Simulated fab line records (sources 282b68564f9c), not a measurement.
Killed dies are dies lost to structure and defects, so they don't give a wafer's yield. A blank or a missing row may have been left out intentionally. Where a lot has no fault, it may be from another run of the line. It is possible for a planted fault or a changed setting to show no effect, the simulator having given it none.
Split-lot experiment | flow rit-cmos | route with 202 steps; 5 lots, 23 wafers read

## THE SPLIT ITSELF
At RIT_GATE_ETCH_19 (etches poly-Si in SF6/CHF3/O2, stops on SiO2, time 165 s, target depth 312.5 nm), the setting over-etch-frac was moved away from the recipe's 0.25 on 8 of the 23 wafers read, by -20.5% to +23.3%. For the rest of the wafers, this setting stayed at what the recipe calls for.

The reading comes from the split's own step.

## THE READING
oes-product-au, in a.u., at RIT_GATE_ETCH_19 (etches poly-Si in SF6/CHF3/O2, stops on SiO2, time 165 s, target depth 312.5 nm). On this fab line, fault-free wafers typically give 0.861 a.u. with a standard deviation of 0.0086 a.u.

wafer  | tool, chamber at the split | over-etch-frac as run | against the recipe | oes-product-au, a.u. | against lot-mates on the recipe
L077.1 | rie-si-02, 1               | 0.25                  | recipe             | 0.905                | -
L077.2 | rie-si-02, 0               | 0.25                  | recipe             | 0.916                | -
L077.3 | rie-si-02, 2               | 0.25                  | recipe             | 0.912                | -
L077.4 | rie-si-02, 0               | 0.25                  | recipe             | 0.910                | -
L077.6 | rie-si-02, 2               | 0.25                  | recipe             | 0.906                | -
L078.1 | rie-si-01, 3               | 0.25                  | recipe             | 0.859                | -
L078.3 | rie-si-01, 0               | 0.25                  | recipe             | 0.858                | -
L078.5 | rie-si-01, 1               | 0.25                  | recipe             | 0.851                | -
L079.2 | rie-si-02, 1               | 0.25                  | recipe             | 0.862                | -
L079.3 | rie-si-02, 2               | 0.25                  | recipe             | 0.867                | -
L079.4 | rie-si-02, 1               | 0.25                  | recipe             | 0.869                | -
L079.5 | rie-si-02, 0               | 0.2207                | -11.7%             | 0.896                | +0.030
L079.6 | rie-si-02, 2               | 0.2207                | -11.7%             | 0.876                | +0.010
L081.1 | rie-si-02, 0               | 0.25                  | recipe             | 0.895                | -
L081.2 | rie-si-02, 2               | 0.1987                | -20.5%             | 0.926                | +0.025
L081.4 | rie-si-02, 0               | 0.25                  | recipe             | 0.907                | -
L081.5 | rie-si-02, 2               | 0.1987                | -20.5%             | 0.924                | +0.023
L081.6 | rie-si-02, 1               | 0.1987                | -20.5%             | 0.929                | +0.028
L084.1 | rie-si-01, 2               | 0.3082                | +23.3%             | 0.833                | -0.028
L084.2 | rie-si-01, 3               | 0.25                  | recipe             | 0.864                | -
L084.3 | rie-si-01, 0               | 0.3082                | +23.3%             | 0.837                | -0.024
L084.4 | rie-si-01, 1               | 0.25                  | recipe             | 0.858                | -
L084.5 | rie-si-01, 1               | 0.3082                | +23.3%             | 0.836                | -0.025

FIT RESULTS
A straight line over all 23 wafers: oes-product-au changes by -0.00193 a.u. for each +1% of over-etch-frac; r = -0.74; the points scatter about the line by 0.021 a.u.
The same after taking each lot's own level away (the mean of its wafers on the recipe; 23 wafers): -0.0012 a.u. for each +1%; r = -0.95; scatter 0.005 a.u.
On that fit, the largest move of over-etch-frac shifts the reading by 0.028 a.u.
Measured against the standard deviation above, the lots' own levels, which go from 0.8560 to 0.9098 a.u., span 6.3 times it.
So the lot-to-lot level blurs the effect unless lot-mates are compared.
Check: with one of the wafers moved furthest among these (+23.3%) left out of the fit, the line predicts -0.0269 a.u. for it against its lot-mates. Against them it came out at -0.028 a.u.
Tool readings at the split's step, against how far the setting was moved: oes-product-au r = -0.74.

## THE OTHER SPLITS THESE WAFERS WENT THROUGH
Before the reading, these wafers also passed through other splits. Each is held against what the fit with the lots' levels taken away leaves over:
other split on the same wafers   | wafers away from the commonest value | r with oes-product-au (lot level and that fit taken away)
RIT_ACTIVE_COAT_06 resist-thk-nm | 4                                    | +0.10
RIT_ACTIVE_EXPOSE_08 dose-mj     | 8                                    | -0.19
RIT_FOX2_OXIDATION_00 temp-c     | 15                                   | -0.09
RIT_NWELL_IMPLANT_08 energy-kev  | 11                                   | +0.05
RIT_PWELL_SOFTBAKE_02 temp-c     | 10                                   | +0.20
RIT_PWELL_IMPLANT_08 dose-cm2    | 7                                    | +0.04
RIT_NRETRO_COAT_01 spin-rpm      | 5                                    | +0.24
RIT_GATE_CVD_08 pressure-mtorr   | 10                                   | -0.13

## THE FILE'S OWN FIT
oes-product-au changes by -0.00123 a.u. for each +1% of over-etch-frac, r = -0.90.
